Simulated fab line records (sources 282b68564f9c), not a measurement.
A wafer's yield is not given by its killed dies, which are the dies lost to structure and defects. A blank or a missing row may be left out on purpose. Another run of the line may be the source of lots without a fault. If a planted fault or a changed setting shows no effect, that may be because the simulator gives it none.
fab line records -- flow rit-cmos -- part 2 of 2: steps 28 to 28 of 28
record: lots: 5, wafers: 23
route steps=202 shown ACTIVE@4 FOX2@23 PWELL@41 NRETRO@61 PRETRO@72 GATE@91 REOX@101 NLDD@111 M1@202
start-h: hours from the record's opening day to when the first of the lot's shown wafers began -- wait-h: how many hours have passed since the lot's step before this one -- " repeats the value in the row above -- L1.1+2: a row that stands for several wafers -- - value missing, or start not given -- * or withheld: withheld -- < > ~ a bound
route shown NAME@n: names a module that has steps shown in the file, with the first one's number in the route -- usual: mean/standard deviation taken from wafers without a fault -- same: alike in all rows -- chamber/n: place in a boat -- sites: per-site readings -- _std_site: how widely they spread, as a standard deviation -- _edge_site: outer sites' mean less inner sites' -- radius-mm: for every site, how far away it sits from the centre of the wafer -- mask NAME#n: copy n -- behind: the tool/chamber that last shaped the wafer -- hold: why the lot went on hold/how many hours it stayed there/how the hold came to an end -- device: whichever transistor did not switch (one of n, p or np) -- end of line: the route-end tests of the same wafers -- where a step has no rows: the recipe by itself -- killed: not the wafer's yield, but the dies lost to structure and defects at the first sort -- map: a wafer's dies, marking killed ones x, the rest . and places with no die _
set.NAME: the setting that was run; set.NAME@STEP: the one run at that earlier step -- model.NAME: the simulator's own value behind a step, which no gauge read
lots run with intentionally changed settings; tables by step, rows by wafer
== steps ==
step: RIT_M1_PROBE_99
usual: killed-at-contacts: 0.1/0.3, killed-at-front-end: 7/3, killed-dies: 7/3, killed-open: 3.3/1.9, killed-short: 3.3/2
same: gross-dies: 264, killed_at_M0_to_M3: 0, killed_at_M4_up: 0, killed-at-back-side: 0, killed-at-other: 0
lot.wafer,tool,chamber,start-h,wait-h,set.dev-temp-c@GATE_DEVELOP_15,killed-at-contacts,killed-at-front-end,killed-dies,killed-open,killed-short,model.etest.nmos_0p15.drive-ua-um,model.etest.nmos_0p3.r-on-ohm-um,model.etest.nmos-turned.drive-ua-um,model.etest.pmos_0p15.r-on-ohm-um,model.etest.pmos_0p3.r-on-ohm-um,model.etest.pmos-turned.r-on-ohm-um
L074.1,prober-01,-,62.15,0.1,20.33,0,3,3,1,2,556,2002,404.5,2331,5845,2883
L074.2,prober-01,-,62.20,0.1,23,0,5,5,1,4,473.1,2091,371.1,2687,6142,3227
L074.3,prober-01,-,62.25,0.2,20.33,1,1,2,2,0,560.5,2025,409.5,2327,5689,2867
L074.4,prober-01,-,62.30,0.2,20.33,0,8,8,3,5,558.4,1982,410.6,2249,5743,2796
L074.5,prober-01,-,62.35,0.2,23,0,5,5,1,4,462.3,2123,353.3,2713,6237,3252
L081.1,prober-02,-,98.14,0.1,23,0,9,9,5,4,490.3,2113,386.3,2407,5859,2862
L081.2,prober-02,-,98.19,0.1,20.55,0,7,7,5,2,597.4,1979,463.7,2066,5558,2524
L081.3,prober-02,-,98.24,0.2,20.55,0,3,3,3,0,601,1959,466.1,2010,5406,2436
L081.4,prober-02,-,98.29,0.2,23,0,7,7,6,1,505.4,2046,411.5,2362,5789,2794
L081.5,prober-02,-,98.34,0.2,23,0,4,4,3,1,495.1,2123,393.6,2413,5803,2840
L083.1,prober-02,-,107.28,0.1,20.26,1,8,9,4,5,565.3,1983,421.1,2282,5823,2802
L083.2,prober-02,-,107.33,0.1,23,0,7,7,5,2,476.2,2124,373.9,2734,6303,3245
L083.3,prober-02,-,107.38,0.2,23,0,11,11,5,6,472.5,2123,372.2,2821,6494,3355
L083.5,prober-02,-,107.48,0.2,20.26,0,6,6,1,5,536.4,2014,406.4,2502,6043,3054
L083.6,prober-02,-,107.53,0.2,23,0,8,8,7,1,479.6,2080,374.8,2767,6310,3353
L084.3,prober-01,-,113.60,0.2,23,0,10,10,6,4,473,2140,337.2,2672,6093,3253
L084.5,prober-01,-,113.70,0.2,23,0,11,11,8,3,475.6,2136,336.8,2669,6015,3226
L084.6,prober-01,-,113.75,0.2,23,0,11,11,5,6,475.6,2099,339.6,2627,6022,3210
L085.1,prober-02,-,118.66,0.1,23,0,4,4,3,1,498.1,2114,346.2,2816,6194,3501
L085.2,prober-02,-,118.71,0.1,20.46,0,9,9,1,1,585.6,2040,381.5,2381,5950,3055
L085.3,prober-02,-,118.76,0.2,23,1,2,3,1,2,483.9,2163,340.3,2863,6324,3552
L085.4,prober-02,-,118.81,0.2,20.46,0,3,3,3,0,546.8,2004,362.3,2522,5944,3218
L085.6,prober-02,-,118.91,0.2,20.46,0,11,11,8,3,554.1,2037,368.7,2493,5941,3180
killed by level:class
L074.1 GATE:geometric-particle:short=2 SILICIDE:geometric-particle:open=1
L074.2 SILICIDE:geometric-particle:short=2 GATE:geometric-particle:short=1 REOX:geometric-particle:open=1 REOX:geometric-particle:short=1
L074.3 REOX:geometric-particle:open=1 CONTACT:geometric-particle:open=1
L074.4 REOX:geometric-particle:short=3 GATE:geometric-particle:open=2 GATE:geometric-particle:short=1 SPACER:geometric-particle:short=1 SILICIDE:geometric-particle:open=1
L074.5 REOX:geometric-particle:short=2 GATE:geometric-particle:open=1 SPACER:geometric-particle:short=1 SILICIDE:geometric-particle:short=1
L081.1 GATE:geometric-particle:open=4 FOX1:geometric-particle:short=1 FOX2:geometric-particle:short=1 GATE:geometric-particle:short=1 SPACER:geometric-particle:open=1 SILICIDE:geometric-particle:short=1
L081.2 GATE:geometric-particle:open=2 SILICIDE:geometric-particle:open=2 FOX2:geometric-particle:open=1 GATE:geometric-particle:short=1 SILICIDE:geometric-particle:short=1
L081.3 REOX:geometric-particle:open=1 SPACER:geometric-particle:open=1 SILICIDE:geometric-particle:open=1
L081.4 REOX:geometric-particle:open=2 SPACER:geometric-particle:open=2 FOX1:geometric-particle:open=1 SILICIDE:geometric-particle:short=1 SILICIDE:geometric-particle:open=1
L081.5 GATE:geometric-particle:open=1 GATE:geometric-particle:short=1 REOX:geometric-particle:open=1 SPACER:geometric-particle:open=1
L083.1 GATE:geometric-particle:short=3 SPACER:geometric-particle:open=2 GATE:geometric-particle:open=1 REOX:geometric-particle:short=1 SILICIDE:geometric-particle:open=1 CONTACT:geometric-particle:short=1
L083.2 REOX:geometric-particle:open=2 SILICIDE:geometric-particle:open=2 GATE:geometric-particle:open=1 GATE:geometric-particle:short=1 REOX:geometric-particle:short=1
L083.3 GATE:geometric-particle:short=3 SILICIDE:geometric-particle:open=3 SILICIDE:geometric-particle:short=2 FOX1:geometric-particle:short=1 GATE:geometric-particle:open=1 SPACER:geometric-particle:open=1
L083.5 GATE:geometric-particle:short=3 FOX1:geometric-particle:open=1 FOX1:geometric-particle:short=1 SILICIDE:geometric-particle:short=1
L083.6 GATE:geometric-particle:open=3 FOX2:geometric-particle:open=2 SILICIDE:geometric-particle:open=2 GATE:geometric-particle:short=1
L084.3 SILICIDE:geometric-particle:open=4 FOX1:geometric-particle:short=2 REOX:geometric-particle:open=2 SPACER:geometric-particle:short=2
L084.5 SPACER:geometric-particle:open=4 SILICIDE:geometric-particle:open=2 FOX2:geometric-particle:open=1 GATE:geometric-particle:short=1 GATE:geometric-particle:open=1 SPACER:geometric-particle:short=1 SILICIDE:geometric-particle:short=1
L084.6 GATE:geometric-particle:short=2 SPACER:geometric-particle:short=2 SPACER:geometric-particle:open=2 SILICIDE:geometric-particle:open=2 FOX1:geometric-particle:short=1 FOX1:geometric-particle:open=1 SILICIDE:geometric-particle:short=1
L085.1 GATE:geometric-particle:open=2 REOX:geometric-particle:short=1 REOX:geometric-particle:open=1
L085.2 GATE:area-develop=7 FOX2:geometric-particle:short=1 SILICIDE:geometric-particle:open=1
L085.3 FOX2:geometric-particle:short=1 GATE:geometric-particle:short=1 CONTACT:geometric-particle:open=1
L085.4 REOX:geometric-particle:open=3
L085.6 GATE:geometric-particle:open=3 SPACER:geometric-particle:open=2 SILICIDE:geometric-particle:open=2 FOX1:geometric-particle:short=1 FOX1:geometric-particle:open=1 GATE:geometric-particle:short=1 SILICIDE:geometric-particle:short=1
== key ==
split: step: RIT_ACTIVE_CVD_03, setting: pressure-mtorr, stated: 300, by: lot
response: step: RIT_ACTIVE_CVD_03, reading: model.Si3N4_of_ACTIVE_CVD_03.thk-nm, change: +0.368, per: 1%, r: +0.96
response: step: RIT_ACTIVE_THK_MEAS_04, reading: ACTIVE_NITRIDE_THK, change: +0.369, per: 1%, r: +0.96
response: step: RIT_ACTIVE_ETCH_13, reading: model.etch.depth-nm, change: +0.352, per: 1%, r: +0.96
response: step: RIT_FOX2_OXIDATION_00, reading: model.Si3N4_of_ACTIVE_CVD_03.thk-nm, change: +0.354, per: 1%, r: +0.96
split: step: RIT_ACTIVE_COAT_06, setting: resist-thk-nm, stated: 1000, by: wafer
response: step: RIT_ACTIVE_COAT_06, reading: model.NOVOLAK_of_ACTIVE_COAT_06.thk-nm, change: +10.2, per: 1%, r: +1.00
response: step: RIT_ACTIVE_CD_MEAS_11, reading: cd-nm, change: +1.25, per: 1%, r: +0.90
response: step: RIT_ACTIVE_HARDBAKE_12, reading: model.NOVOLAK_of_ACTIVE_COAT_06.thk-nm, change: +8.96, per: 1%, r: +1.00
response: step: RIT_ACTIVE_CD_MEAS_90, reading: cd-nm, change: +1.22, per: 1%, r: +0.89
response: step: RIT_ACTIVE_ETCH_13, reading: model.NOVOLAK_of_ACTIVE_COAT_06.thk-nm, slope: +8.76, per: 1%, together-with: time-s@ACTIVE_ETCH_13, explained: 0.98
split: step: RIT_ACTIVE_ETCH_13, setting: time-s, stated: 210, by: wafer
response: step: RIT_ACTIVE_ETCH_13, reading: model.NOVOLAK_of_ACTIVE_COAT_06.thk-nm, slope: -2.42, per: 1%, together-with: resist-thk-nm@ACTIVE_COAT_06, explained: 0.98
split: step: RIT_FOX2_OXIDATION_00, setting: ox-time-s, stated: 1130, by: lot
response: step: RIT_FOX2_OXIDATION_00, reading: model.SiO2_of_FOX2_OXIDATION_00.thk-nm, change: +2.11, per: 1%, r: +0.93
split: step: RIT_PWELL_SOFTBAKE_02, setting: temp-c, stated: 90, by: wafer
response: step: RIT_PWELL_DEVELOP_05, reading: model.NOVOLAK_of_PWELL_COAT_01.thk-nm, change: -3.07, per: 1%, r: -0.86
split: step: RIT_NRETRO_IMPLANT_08, setting: dose-cm2, stated: 1e+13, by: wafer
response: step: RIT_NRETRO_TW_MEAS_10, reading: NRETRO_TW, change: +3.44, per: 1%, r: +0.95
split: step: RIT_PRETRO_IMPLANT_08, setting: energy-kev, stated: 45, by: wafer
response: step: RIT_PRETRO_IMPLANT_08, reading: model.implant.rp-nm, change: +1.36, per: 1%, r: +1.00
response: step: RIT_PRETRO_IMPLANT_08, reading: model.implant.drp-nm, change: +0.324, per: 1%, r: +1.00
split: step: RIT_GATE_DEVELOP_15, setting: dev-temp-c, stated: 23, by: wafer
response: step: RIT_M1_PROBE_99, reading: model.etest.pmos-turned.r-on-ohm-um, change: +33.3, per: 1%, r: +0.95
response: step: RIT_M1_PROBE_99, reading: model.etest.pmos_0p3.r-on-ohm-um, change: +33.6, per: 1%, r: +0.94
response: step: RIT_M1_PROBE_99, reading: model.etest.pmos_0p15.r-on-ohm-um, change: +33.4, per: 1%, r: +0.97
response: step: RIT_M1_PROBE_99, reading: model.etest.nmos_0p3.r-on-ohm-um, change: +9.93, per: 1%, r: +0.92
response: step: RIT_M1_PROBE_99, reading: model.etest.nmos-turned.drive-ua-um, change: -3.98, per: 1%, r: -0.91
response: step: RIT_M1_PROBE_99, reading: model.etest.nmos_0p15.drive-ua-um, change: -7.46, per: 1%, r: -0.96
split: step: RIT_REOX_OXIDATION_03, setting: temp-c, stated: 900, by: lot
response: step: RIT_REOX_OXIDATION_03, reading: model.SiO2_of_REOX_OXIDATION_03.thk-nm, change: +2.25, per: 1%, r: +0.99
response: step: RIT_REOX_THK_MEAS_04, reading: REOX_OXIDE_THK, change: +2.26, per: 1%, r: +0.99
split: step: RIT_NLDD_IMPLANT_08, setting: dose-cm2, stated: 5e+14, by: wafer
response: step: RIT_NLDD_TW_MEAS_10, reading: NLDD_TW, change: +6.21, per: 1%, r: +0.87
